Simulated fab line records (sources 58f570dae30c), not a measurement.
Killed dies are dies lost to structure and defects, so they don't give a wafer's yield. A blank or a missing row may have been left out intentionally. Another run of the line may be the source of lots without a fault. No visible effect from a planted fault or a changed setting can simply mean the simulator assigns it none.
The tool behind it: which one? + flow berkeleyCmos170 + Sampling: 14 lots, 42 wafers, 2 of 331 route steps

## WHAT THE GAUGES SHOWED, per wafer
UCB170_SPACER_THK_MEAS_01.
| lot  | measured     | on           | SPACER_TEOS_THK (nm)    |
|------|--------------|--------------|-------------------------|
| L425 | day 6 06:34  | filmMetro-03 | 369 374 382             |
| L427 | day 6 06:58  | filmMetro-04 | 367 375 374             |
| L426 | day 6 07:13  | filmMetro-03 | 374 371 372             |
| L434 | day 7 21:11  | filmMetro-03 | 374 372 376             |
| L433 | day 7 21:53  | filmMetro-02 | 423 431 430 423 431 431 |
| L436 | day 8 05:43  | filmMetro-04 | 388 381 374             |
| L435 | day 8 06:11  | filmMetro-02 | 426 426 433 426 426 433 |
| L438 | day 8 19:16  | filmMetro-04 | 370 383 376             |
| L439 | day 9 05:44  | filmMetro-02 | 367 381 384             |
| L442 | day 9 17:10  | filmMetro-04 | 382 379 383             |
| L441 | day 9 17:22  | filmMetro-03 | 372 371 376             |
| L444 | day 10 09:23 | filmMetro-02 | 374 370 377             |
| L445 | day 10 15:29 | filmMetro-04 | 376 365 377             |
| L447 | day 11 00:05 | filmMetro-04 | 374 377 373             |

## WHAT TOOL EACH LOT RAN ON (gives the tool, then ch and the chambers of the sampled wafers, and finally the start)
| lot  | UCB170_SPACER_CVD_00            |
|------|---------------------------------|
| L425 | pecvd-02 ch 0,1, day 6 06:31    |
| L427 | pecvd-01 ch 0,2, day 6 06:55    |
| L426 | pecvd-02 ch 0,1,2, day 6 07:09  |
| L434 | pecvd-02 ch 1,2, day 7 21:06    |
| L433 | pecvd-01 ch 0,2, day 7 21:49    |
| L436 | pecvd-04 ch 0,1,2, day 8 05:40  |
| L435 | pecvd-01 ch 0,1,2, day 8 06:08  |
| L438 | pecvd-04 ch 0,1,2, day 8 19:13  |
| L439 | pecvd-04 ch 0,2, day 9 05:41    |
| L442 | pecvd-04 ch 0,1,2, day 9 17:07  |
| L441 | pecvd-02 ch 0,2, day 9 17:18    |
| L444 | pecvd-02 ch 1,2, day 10 09:20   |
| L445 | pecvd-04 ch 0,2, day 10 15:27   |
| L447 | pecvd-04 ch 0,1,2, day 11 00:01 |
- UCB170_SPACER_CVD_00: deposits SiO2 from TEOS/O2, target thk 376 nm, time 47 s.

## WHAT THE TOOLS THEMSELVES READ (means of the sampled wafers that have a number; where no wafer has one, the mark that the record gives instead)
UCB170_SPACER_CVD_00.
| lot  | tool     | heaterPowerW (W) | pressureMtorr (mTorr) |
|------|----------|------------------|-----------------------|
| L425 | pecvd-02 | 285              | 8999                  |
| L427 | pecvd-01 | 216              | 9000                  |
| L426 | pecvd-02 | 248              | 9015                  |
| L434 | pecvd-02 | 257              | 8975                  |
| L433 | pecvd-01 | 221              | 9000                  |
| L436 | pecvd-04 | 302              | 8983                  |
| L435 | pecvd-01 | 218              | 9017                  |
| L438 | pecvd-04 | 267              | 9013                  |
| L439 | pecvd-04 | 298              | 8993                  |
| L442 | pecvd-04 | 290              | 8997                  |
| L441 | pecvd-02 | 259              | 8995                  |
| L444 | pecvd-02 | 207              | 9004                  |
| L445 | pecvd-04 | 269              | 9000                  |
| L447 | pecvd-04 | 254              | 9002                  |

## THE ANSWER, worked out from the rows above alone
Rule: usual is defined by the lots themselves. Put in order of their means at a reading, lots are off if they are a third of the lots or fewer, leave a main group of 4 or more, and stand apart from it by a gap of 3 or more times the standard deviation of the main group's means; of several such gaps the widest counts. If all means in a main group match to the digits the tables above print for the reading, that group is not used. Also off: a lot with no number at a reading for which 4 or more lots have one. The other lots that the step has rows for count as sound. The gauges are gone through in route order, then the tools' own readings, and for those a lot's mean is taken as printed above. The first step at which some lot is off is used, and at that step the reading that is off furthest; a lot without a number counts as furthest.
Off: L433, L435, at UCB170_SPACER_THK_MEAS_01 (SPACER_TEOS_THK). Mean 375 nm and standard deviation 3 in the main group.
A tool fits if, at a process step before that reading, it ran every lot that is off, and no sound lot after the first of them. Those tools and the gauges at UCB170_SPACER_THK_MEAS_01 are tried in the same way. One candidate fits, namely pecvd-01 at UCB170_SPACER_CVD_00. Its last sound lot is L427 (day 6 06:55), its first lot that is off L433 (day 7 21:49): a fault that began between those two fits.

## WHAT THE SIMULATOR HAD INSERTED
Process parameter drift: pecvd-01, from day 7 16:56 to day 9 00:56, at UCB170_SPACER_CVD_00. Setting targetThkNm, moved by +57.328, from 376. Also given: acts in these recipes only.
Struck lots among those shown: L433, L435. The same result came from the rule above.
